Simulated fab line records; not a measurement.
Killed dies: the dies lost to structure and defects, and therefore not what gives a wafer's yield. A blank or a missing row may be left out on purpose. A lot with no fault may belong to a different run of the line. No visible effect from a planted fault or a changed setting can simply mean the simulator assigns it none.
Struck lot and sound lot, side by side / flow berkeley-cmos170 / 19 out of 331 route steps
Sound: wafers L133.1, L133.2, L133.3. Struck: wafers L146.1, L146.2, L146.5. At the end, the cause is stated.
Order at every step that has rows: each side's tool, ch and its chambers, its first start. Under that, the readings that differ: sound wafers / struck wafers / difference of the means / sigmas: that difference in standard deviations of wafers without a fault.
alike: readings whose means differ by less than 2 such deviations, and words and numbers that are the same on both sides. not compared: withheld readings, readings that some wafer has no value for, bounds like >300 that may hide the same value, and numbers for which the record gives no deviation and whose values overlap.
Wherever a step has rows on one side only, a row that says differs or no value, or a row with sigmas, the two part there. When numbers do not overlap yet have no deviation, they are printed without sigmas and do not part them. A reading missing from all wafers of one side parts the sides only when that side holds two or more wafers.

UCB170_M1_ETCH_11: etches BARC in N2/H2.
  sound on rie-diel-03 ch 0,1,3, day 7 14:26; struck on rie-diel-04 ch 0,1,2, day 10 18:23
  alike: drypump-motor-current-A, n2-flow-sccm, oes-product-au, throttle-valve-pct
UCB170_M1_METAL_ETCH_12: etches Al in Cl2/BCl3, stops on PSG, target depth 780 nm, time 130 s.
  sound on rie-metal-04 ch 0,1, day 7 14:29; struck on rie-metal-02 ch 0,1, day 10 18:25
  alike: drypump-motor-current-A, oes-product-au, throttle-valve-pct
  not compared: rf-hours-counter-h
UCB170_M1_STRIP_13: strips in O2.
  sound on plasma-asher-01 ch 0,1, day 7 14:37; struck on plasma-asher-03 ch 0,1, day 10 18:34
  alike: drypump-motor-current-A, oes-product-au
  not compared: rf-hours-counter-h
UCB170_M1_CD_MEAS_90: the cd target is 700 nm.
  sound: cd-sem-02 at day 7 14:43; struck: cd-sem-01 at day 10 18:40
  alike: cd-nm
then, 1 step without rows for these wafers: UCB170_M1_ANNEAL_14 (time 1200 s).
UCB170_V1_CVD_00: deposits SiO2 from TEOS/O2, target thk 2000 nm, time 250 s.
  sound on pecvd-01 ch 0,1,2, day 7 18:59; struck on pecvd-04 ch 0,2, day 10 22:19
  alike: heater-power-w, pressure-mtorr, susceptor-temp-C
UCB170_V1_THK_MEAS_01:
  sound: film-metro-03 at day 7 19:08; struck: film-metro-03 at day 10 22:28
  alike: V1_TEOS_THK
UCB170_V1_CMP_02: polishes SiO2.
  sound on cmp-02 ch 0,2,3, day 7 19:15; struck on cmp-02 ch 0,3, day 10 22:35
  alike: motor-current-A, retaining-ring-pressure-frac
UCB170_V1_BOW_MEAS_03:
  sound: film-metro-02 at day 7 19:30; struck: film-metro-03 at day 10 22:50
  alike: V1_BOW
UCB170_V1_THK_MEAS_04:
  sound: film-metro-02 at day 7 19:37; struck: film-metro-03 at day 10 22:57
  alike: V1_POLISHED_THK
then, 2 steps without rows for these wafers: UCB170_V1_CLEAN_05 (cleans in DIW); UCB170_V1_HMDS_06 (prime time 60 s).
UCB170_V1_COAT_07: resist thk 900 nm.
  sound on litho-track-02 ch 0, day 7 21:23; struck on litho-track-01 ch 0, day 10 23:20
reading=spin-speed-rpm (rpm); sound=1499.5 1500.3 1499.2; struck=1522.2 1523.7 1525.0; difference=+24.0; sigmas=+22
reading=model.KrF_of_V1_COAT_07.thk-nm (nm); sound=901.9 902.2 901.3; struck=891.4 892.9 891.8; difference=-9.8; sigmas=
then, 3 steps without rows for these wafers: UCB170_V1_SOFTBAKE_08 (time 60 s); UCB170_V1_EXPOSE_09 (exposes mask VIA1, target cd 700 nm); UCB170_V1_PEB_10.
UCB170_V1_DEVELOP_11: develop time 45 s.
  sound: litho-track-02 ch 0; struck: litho-track-01 ch 0
reading=model.KrF_of_V1_COAT_07.thk-nm (nm); sound=887.7 888 887.1; struck=877.2 878.7 877.6; difference=-9.8; sigmas=
UCB170_V1_CD_MEAS_12: the cd target is 700 nm.
  sound: cd-sem-01 at day 7 22:25; struck: cd-sem-01 at day 11 00:09
  alike: cd-nm
UCB170_M3_PROBE_99:
  record: rows for the struck wafers here (prober-01, day 11 08:50), none for the sound ones

## WHERE THEY PART
Earliest at UCB170_V1_COAT_07; latest, in this record, at UCB170_M3_PROBE_99.

WHY: what the simulator had put in
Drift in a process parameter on litho-track-01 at UCB170_V1_COAT_07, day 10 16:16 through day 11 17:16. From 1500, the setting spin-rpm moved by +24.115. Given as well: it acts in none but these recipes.
